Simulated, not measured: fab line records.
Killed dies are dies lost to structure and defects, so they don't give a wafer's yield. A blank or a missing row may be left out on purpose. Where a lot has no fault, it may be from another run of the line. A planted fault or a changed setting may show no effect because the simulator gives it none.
fab line records | flow rit_cmos
[record] lots = 15 wafers = 44 last_day = 7
route steps=202 shown M1@195
lots with no fault: from the same line, run without faults
start_h: hours from the record's opening day to when the first of the lot's shown wafers began | wait_h: hours from the lot's prior step to this one | " same as the row above | L1.1+2: one row covering several wafers at once | - no value, or no start was given | * or withheld: withheld | < > ~ a bound
route shown NAME@n: NAME is a module with steps in the file, n the number in the route of the first one | usual: mean and standard deviation over wafers with no fault | same: alike in all rows | chamber/n: place in a boat | sites: each site's reading | _std_site: the values' standard deviation | _edge_site: outer sites' mean less inner sites' | radius_mm: for every site, how far away it sits from the centre of the wafer | mask NAME#n: copy n | behind: the tool/chamber that last shaped the wafer | hold: reason for holding the lot/hours on hold/outcome of the hold | device: transistor that didn't switch, given as n, p or np | end of line: tests of these same wafers at the route's end | a step with no rows: only its recipe | killed: the dies lost at the first sort to structure and to defects; this is not the yield of the wafer | map: the dies of a wafer, with x for killed, . for not killed, _ for no die there
set.NAME: the setting that was run; set.NAME@STEP: the one run at that earlier step | model.NAME: the simulator's own value behind a step, which no gauge read
the route's steps for a sample of lots (tables are steps, rows are wafers)
[[steps]]
[step RIT_M1_HARDBAKE_11]
[recipe] resist = NOVOLAK temp_c = 140 time_s = 120
[usual] chill_plate_temp_C = 23.00/0.12 heater_power_total_W = 52.02/0.058 plate_temp_C = 139.99/0.15
// columns lot.wafer tool chamber start_h wait_h chill_plate_temp_C heater_power_total_W plate_temp_C
L706.1 litho_track-01 0 65.79 0.0 22.93 52.09 140.08
L706.5 " 0 " " 22.87 51.96 140.35
L706.6 " 0 " " 22.92 52.15 139.93
L707.1 litho_track-04 0 69.56 0.0 22.87 52.03 139.87
L707.2 " 0 " " 22.87 51.95 139.90
L707.3 " 0 " " 23.00 51.96 140.07
L708.1 litho_track-01 0 76.45 0.3 23.00 52.01 140.23
L708.2 " 0 " " 22.90 52.01 140.02
L708.5 " 0 " " 23.05 51.95 139.99
L709.2 litho_track-02 0 79.93 0.1 22.75 52.02 140.27
L709.5 " 0 " " 22.85 52.02 140.13
L709.6 " 0 " " 22.92 52.02 140.14
L710.2 litho_track-02 0 83.52 0.1 23.12 52.02 140.07
L710.3 " 0 " " 23.13 52.05 140.01
L710.6 " 0 " " 22.95 52.03 140.17
L711.3 litho_track-04 0 90.07 0.1 22.83 52.02 140.33
L711.5 " 0 " " 22.95 52.00 140.05
L711.6 " 0 " " 22.94 52.02 140.29
L715.2 litho_track-02 0 110.26 0.1 22.96 52.01 139.83
L715.3 " 0 " " 23.06 52.13 140.07
L715.6 " 0 " " 23.13 52.11 139.90
L716.1 litho_track-01 0 113.80 0.0 23.10 52.15 139.82
L716.2 " 0 " " 23.04 52.03 139.78
L716.5 " 0 " " 23.21 52.03 140.11
L718.1 litho_track-02 0 125.14 0.0 23.18 52.03 139.99
L718.3 " 0 " " 23.10 52.04 140.14
L718.4 " 0 " " 23.12 52.07 140.15
L719.1 litho_track-02 0 129.21 0.0 23.05 52.00 140.00
L719.4 " 0 " " 22.97 52.09 139.95
L719.5 " 0 " " 23.08 51.91 139.81
L720.2 litho_track-02 0 135.19 0.1 22.93 51.48 138.94
L720.4 " 0 " " 22.84 51.42 139.12
L721.3 litho_track-01 0 139.93 0.1 22.99 51.95 139.89
L721.5 " 0 " " 23.02 51.97 139.70
L721.6 " 0 " " 22.91 52.04 139.90
L722.2 litho_track-02 0 144.72 0.1 22.99 51.42 138.70
L722.3 " 0 " " 22.99 51.47 138.74
L722.6 " 0 " " 23.16 51.42 138.59
L723.2 litho_track-02 0 150.89 0.1 23.01 51.33 138.78
L723.5 " 0 " " 22.99 51.52 138.79
L723.6 " 0 " " 23.02 51.47 138.80
L724.1 litho_track-04 0 155.84 0.0 23.10 52.05 139.99
L724.2 " 0 " " 23.12 52.06 139.96
L724.6 " 0 " " 23.19 52.08 139.97
[step RIT_M1_PROBE_99]
[usual] defect_limited_yield = 97.5/1.1 killed_at_M0_to_M3 = 0.0/0.14 killed_at_contacts = 0.0/0.22 killed_at_front_end = 6.5/3 killed_dies = 6.6/3 killed_open = 3.4/2.2 killed_short = 3.3/1.7 sort_bin_3_pad_short = 0.1/0.22 sort_bin_5_function = 1.4/0.73 sort_bin_6_memory = 1.0/0.64 sort_n_pass = 257.4/3 sort_yield_pct = 97.5/1.1
[same] gross_dies = 264 killed_at_M4_up = 0 killed_at_back_side = 0 killed_at_other = 0
// columns lot.wafer tool chamber start_h wait_h defect_limited_yield[%] killed_at_M0_to_M3 killed_at_contacts killed_at_front_end killed_dies killed_open killed_short sort_bin_3_pad_short[%] sort_bin_5_function[%] sort_bin_6_memory[%] sort_n_pass sort_yield_pct[%]
L706.1 prober-01 - 68.52 0.1 98.5 0 0 4 4 2 2 0 1.1 0.4 260.0 98.5
L706.5 prober-01 - 68.72 0.2 97.3 0 0 7 7 4 3 0 1.1 1.5 257.0 97.3
L706.6 prober-01 - 68.77 0.2 98.5 0 0 4 4 0 4 0 0.8 0.8 260.0 98.5
L707.1 prober-02 - 72.09 0.1 96.6 0 0 9 9 4 5 0 1.9 1.5 255.0 96.6
L707.2 prober-02 - 72.14 0.1 95.5 0 0 12 12 3 9 1.1 2.3 1.1 252.0 95.5
L707.3 prober-02 - 72.19 0.2 96.6 0 0 9 9 4 5 0 1.9 1.5 255.0 96.6
L708.1 prober-01 - 78.95 0.1 97.7 0 0 6 6 3 3 0.4 0.8 1.1 258.0 97.7
L708.2 prober-01 - 79.00 0.1 98.9 1 0 2 3 2 1 0 0.4 0.8 261.0 98.9
L708.5 prober-01 - 79.15 0.2 95.5 0 0 12 12 7 5 0 1.9 2.7 252.0 95.5
L709.2 prober-02 - 83.72 0.1 94.7 0 0 14 14 8 6 0.8 2.7 1.9 250.0 94.7
L709.5 prober-02 - 83.87 0.2 98.1 0 0 5 5 4 1 0 1.5 0.4 259.0 98.1
L709.6 prober-02 - 83.92 0.2 98.1 0 0 5 5 2 3 0 1.1 0.8 259.0 98.1
L710.2 prober-01 - 86.04 0.1 98.5 0 0 4 4 2 2 0 0.8 0.8 260.0 98.5
L710.3 prober-01 - 86.09 0.2 97.7 0 0 6 6 2 4 0.4 1.5 0.4 258.0 97.7
L710.6 prober-01 - 86.24 0.2 98.9 0 0 3 3 1 2 0 0.8 0.4 261.0 98.9
L711.3 prober-02 - 92.58 0.2 99.2 0 0 2 2 2 0 0 0.8 0 262.0 99.2
L711.5 prober-02 - 92.68 0.2 98.9 0 0 3 3 3 0 0 0.4 0.8 261.0 98.9
L711.6 prober-02 - 92.73 0.2 98.9 0 0 3 3 2 1 0 0.8 0.4 261.0 98.9
L715.2 prober-02 - 112.85 0.1 98.1 0 0 5 5 1 4 0 1.5 0.4 259.0 98.1
L715.3 prober-02 - 112.90 0.2 99.2 0 0 2 2 0 2 0 0.8 0 262.0 99.2
L715.6 prober-02 - 113.05 0.2 96.2 0 0 10 10 5 5 0.4 1.9 1.5 254.0 96.2
L716.1 prober-01 - 116.30 0.1 98.1 0 0 5 5 3 2 0 1.1 0.8 259.0 98.1
L716.2 prober-01 - 116.35 0.1 98.1 0 1 4 5 2 3 0.4 0.8 0.8 259.0 98.1
L716.5 prober-01 - 116.50 0.2 96.6 0 0 9 9 5 4 0 2.7 0.8 255.0 96.6
L718.1 prober-01 - 127.82 0.1 96.2 0 0 10 10 6 4 0 2.3 1.5 254.0 96.2
L718.3 prober-01 - 127.92 0.2 98.5 0 0 4 4 2 2 0 0.8 0.8 260.0 98.5
L718.4 prober-01 - 127.97 0.2 97.7 0 0 6 6 3 3 0 1.5 0.8 258.0 97.7
L719.1 prober-02 - 131.71 0.1 99.2 0 0 2 2 1 1 0 0.4 0.4 262.0 99.2
L719.4 prober-02 - 131.86 0.2 99.2 0 0 2 2 0 2 0 0.4 0.4 262.0 99.2
L719.5 prober-02 - 131.91 0.2 98.9 0 0 3 3 2 1 0 0.8 0.4 261.0 98.9
L720.2 prober-01 - 138.41 0.1 97.7 0 0 6 6 2 4 0.4 1.5 0.4 258.0 97.7
L720.4 prober-01 - 138.51 0.2 98.1 0 0 5 5 2 3 0.4 0.8 0.8 259.0 98.1
L721.3 prober-02 - 143.33 0.2 95.8 0 0 11 11 4 7 0.4 2.7 1.1 253.0 95.8
L721.5 prober-02 - 143.43 0.2 97.3 0 0 7 7 1 6 0 1.1 1.5 257.0 97.3
L721.6 prober-02 - 143.48 0.2 97.7 0 0 6 6 1 5 0.4 0.8 1.1 258.0 97.7
L722.2 prober-01 - 147.23 0.1 98.9 0 0 3 3 1 2 0 0.8 0.4 261.0 98.9
L722.3 prober-01 - 147.28 0.2 97.3 0 0 7 7 4 3 0.4 1.1 1.1 257.0 97.3
L722.6 prober-01 - 147.43 0.2 98.5 0 0 4 4 1 3 0.4 0.8 0.4 260.0 98.5
L723.2 prober-02 - 153.40 0.1 97.0 0 0 8 8 7 1 0 2.3 0.8 256.0 97.0
L723.5 prober-02 - 153.55 0.2 96.6 0 0 9 9 4 5 0 0.8 2.7 255.0 96.6
L723.6 prober-02 - 153.60 0.2 97.7 0 0 6 6 4 2 0 1.1 1.1 258.0 97.7
L724.1 prober-01 - 158.44 0.1 97.3 0 0 7 7 5 2 0.4 0.4 1.9 257.0 97.3
L724.2 prober-01 - 158.49 0.1 99.2 0 0 2 2 1 1 0 0.4 0.4 262.0 99.2
L724.6 prober-01 - 158.69 0.2 98.9 0 0 3 3 2 1 0 1.1 0 261.0 98.9
// killed by level:class
L706.1 GATE:geometric_particle:short=1 REOX:geometric_particle:open=1 SPACER:geometric_particle:open=1 SILICIDE:geometric_particle:short=1
L706.5 FOX1:geometric_particle:short=2 FOX1:geometric_particle:open=2 GATE:geometric_particle:open=1 REOX:geometric_particle:open=1 REOX:geometric_particle:short=1
L706.6 SPACER:geometric_particle:short=2 SILICIDE:geometric_particle:short=2
L707.1 GATE:geometric_particle:short=3 GATE:geometric_particle:open=2 FOX1:geometric_particle:open=1 FOX1:geometric_particle:short=1 FOX2:geometric_particle:short=1 FOX2:geometric_particle:open=1
L707.2 GATE:geometric_particle:short=3 FOX2:geometric_particle:short=2 SPACER:geometric_particle:open=2 FOX1:geometric_particle:short=1 REOX:geometric_particle:short=1 SPACER:geometric_particle:short=1 SILICIDE:geometric_particle:open=1 SILICIDE:geometric_particle:short=1
L707.3 GATE:geometric_particle:open=3 FOX1:geometric_particle:short=2 GATE:geometric_particle:short=2 REOX:geometric_particle:open=1 SPACER:geometric_particle:short=1
L708.1 GATE:geometric_particle:open=2 FOX1:geometric_particle:short=1 FOX2:geometric_particle:short=1 GATE:geometric_particle:short=1 SILICIDE:geometric_particle:open=1
L708.2 REOX:geometric_particle:open=1 SILICIDE:geometric_particle:open=1 M1:geometric_particle:short=1
L708.5 GATE:geometric_particle:short=3 SILICIDE:geometric_particle:open=3 GATE:geometric_particle:open=2 FOX2:geometric_particle:open=1 REOX:geometric_particle:open=1 SPACER:geometric_particle:short=1 SILICIDE:geometric_particle:short=1
L709.2 FOX2:geometric_particle:open=3 FOX2:geometric_particle:short=2 GATE:geometric_particle:open=2 SPACER:geometric_particle:open=2 SILICIDE:geometric_particle:short=2 REOX:geometric_particle:short=1 REOX:geometric_particle:open=1 SPACER:geometric_particle:short=1
L709.5 REOX:geometric_particle:open=2 SPACER:geometric_particle:short=1 FOX2:geometric_particle:open=1 GATE:geometric_particle:open=1
L709.6 REOX:geometric_particle:short=2 FOX1:geometric_particle:short=1 REOX:geometric_particle:open=1 SILICIDE:geometric_particle:open=1
L710.2 FOX2:geometric_particle:open=1 GATE:geometric_particle:short=1 REOX:geometric_particle:short=1 REOX:geometric_particle:open=1
L710.3 GATE:geometric_particle:short=2 FOX2:geometric_particle:short=1 GATE:geometric_particle:open=1 REOX:geometric_particle:short=1 REOX:geometric_particle:open=1
L710.6 FOX2:geometric_particle:short=1 GATE:geometric_particle:open=1 GATE:geometric_particle:short=1
L711.3 REOX:geometric_particle:open=2
L711.5 FOX1:geometric_particle:open=1 FOX2:geometric_particle:open=1 GATE:geometric_particle:open=1
L711.6 REOX:geometric_particle:open=2 GATE:geometric_particle:short=1
L715.2 SPACER:geometric_particle:short=2 FOX1:geometric_particle:short=1 FOX1:geometric_particle:open=1 SILICIDE:geometric_particle:short=1
L715.3 FOX1:geometric_particle:short=1 REOX:geometric_particle:short=1
L715.6 SPACER:geometric_particle:open=4 SPACER:geometric_particle:short=3 REOX:geometric_particle:short=1 SILICIDE:geometric_particle:short=1 SILICIDE:geometric_particle:open=1
L716.1 FOX1:geometric_particle:open=2 FOX1:geometric_particle:short=1 GATE:geometric_particle:open=1 GATE:geometric_particle:short=1
L716.2 FOX1:geometric_particle:short=1 GATE:geometric_particle:short=1 GATE:geometric_particle:open=1 REOX:geometric_particle:open=1 CONTACT:geometric_particle:short=1
L716.5 FOX1:geometric_particle:open=2 FOX2:geometric_particle:short=2 SPACER:geometric_particle:open=2 FOX1:geometric_particle:short=1 SILICIDE:geometric_particle:short=1 SILICIDE:geometric_particle:open=1
L718.1 FOX2:geometric_particle:open=2 SILICIDE:geometric_particle:short=2 SILICIDE:geometric_particle:open=2 FOX1:geometric_particle:open=1 FOX2:geometric_particle:short=1 GATE:geometric_particle:open=1 REOX:geometric_particle:short=1
L718.3 FOX1:geometric_particle:short=1 FOX1:geometric_particle:open=1 SPACER:geometric_particle:open=1 SILICIDE:geometric_particle:short=1
L718.4 FOX1:geometric_particle:short=1 GATE:geometric_particle:open=1 REOX:geometric_particle:open=1 REOX:geometric_particle:short=1 SPACER:geometric_particle:open=1 SPACER:geometric_particle:short=1
L719.1 REOX:geometric_particle:open=1 SILICIDE:geometric_particle:short=1
L719.4 FOX1:geometric_particle:short=1 FOX2:geometric_particle:short=1
L719.5 FOX1:geometric_particle:open=1 SPACER:geometric_particle:open=1 SILICIDE:geometric_particle:short=1
L720.2 REOX:geometric_particle:short=2 GATE:geometric_particle:short=1 REOX:geometric_particle:open=1 SILICIDE:geometric_particle:short=1 SILICIDE:geometric_particle:open=1
L720.4 GATE:geometric_particle:short=2 REOX:geometric_particle:open=1 REOX:geometric_particle:short=1 SPACER:geometric_particle:open=1
L721.3 GATE:geometric_particle:open=3 GATE:geometric_particle:short=2 REOX:geometric_particle:short=2 FOX2:geometric_particle:short=1 SPACER:geometric_particle:open=1 SPACER:geometric_particle:short=1 SILICIDE:geometric_particle:short=1
L721.5 GATE:geometric_particle:short=3 FOX1:geometric_particle:short=1 GATE:geometric_particle:open=1 REOX:geometric_particle:short=1 SPACER:geometric_particle:short=1
L721.6 GATE:geometric_particle:short=2 SPACER:geometric_particle:short=2 FOX1:geometric_particle:short=1 FOX2:geometric_particle:open=1
L722.2 GATE:geometric_particle:short=1 REOX:geometric_particle:open=1 SPACER:geometric_particle:short=1
L722.3 FOX1:geometric_particle:open=2 GATE:geometric_particle:open=2 GATE:geometric_particle:short=1 SPACER:geometric_particle:short=1 SILICIDE:geometric_particle:short=1
L722.6 FOX1:geometric_particle:short=1 FOX1:geometric_particle:open=1 GATE:geometric_particle:short=1 REOX:geometric_particle:short=1
L723.2 SILICIDE:geometric_particle:open=4 FOX1:geometric_particle:open=1 FOX2:geometric_particle:open=1 GATE:geometric_particle:short=1 GATE:geometric_particle:open=1
L723.5 SPACER:geometric_particle:open=3 FOX1:geometric_particle:short=1 FOX2:geometric_particle:open=1 GATE:geometric_particle:short=1 REOX:geometric_particle:short=1 SPACER:geometric_particle:short=1 SILICIDE:geometric_particle:short=1
L723.6 FOX2:geometric_particle:open=2 FOX2:geometric_particle:short=1 GATE:geometric_particle:short=1 GATE:geometric_particle:open=1 REOX:geometric_particle:open=1
L724.1 SILICIDE:geometric_particle:open=2 FOX1:geometric_particle:open=1 FOX2:geometric_particle:short=1 FOX2:geometric_particle:open=1 REOX:geometric_particle:short=1 SPACER:geometric_particle:open=1
L724.2 FOX1:geometric_particle:short=1 GATE:geometric_particle:open=1
L724.6 FOX1:geometric_particle:open=1 GATE:geometric_particle:short=1 SPACER:geometric_particle:open=1
[[key]]
[first_sign] step = RIT_M1_HARDBAKE_11 reading = heater_power_total_W direction = down sigmas = 10 usual = 52.02 struck = 51.44
[effect] step = RIT_M1_HARDBAKE_11 reading = plate_temp_C direction = down sigmas = 7.7 usual = * struck = *
met_at RIT_M1_HARDBAKE_11
struck_lots L720,L722,L723
onset_between 129.21 135.19
[fault] kind = process_parameter_drift tool = litho_track-02 chamber = - onset_h = 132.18 steps = RIT_M1_HARDBAKE_11 channel = temp_c offset = * shape = step end_h = 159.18 acts_in = * stated = *
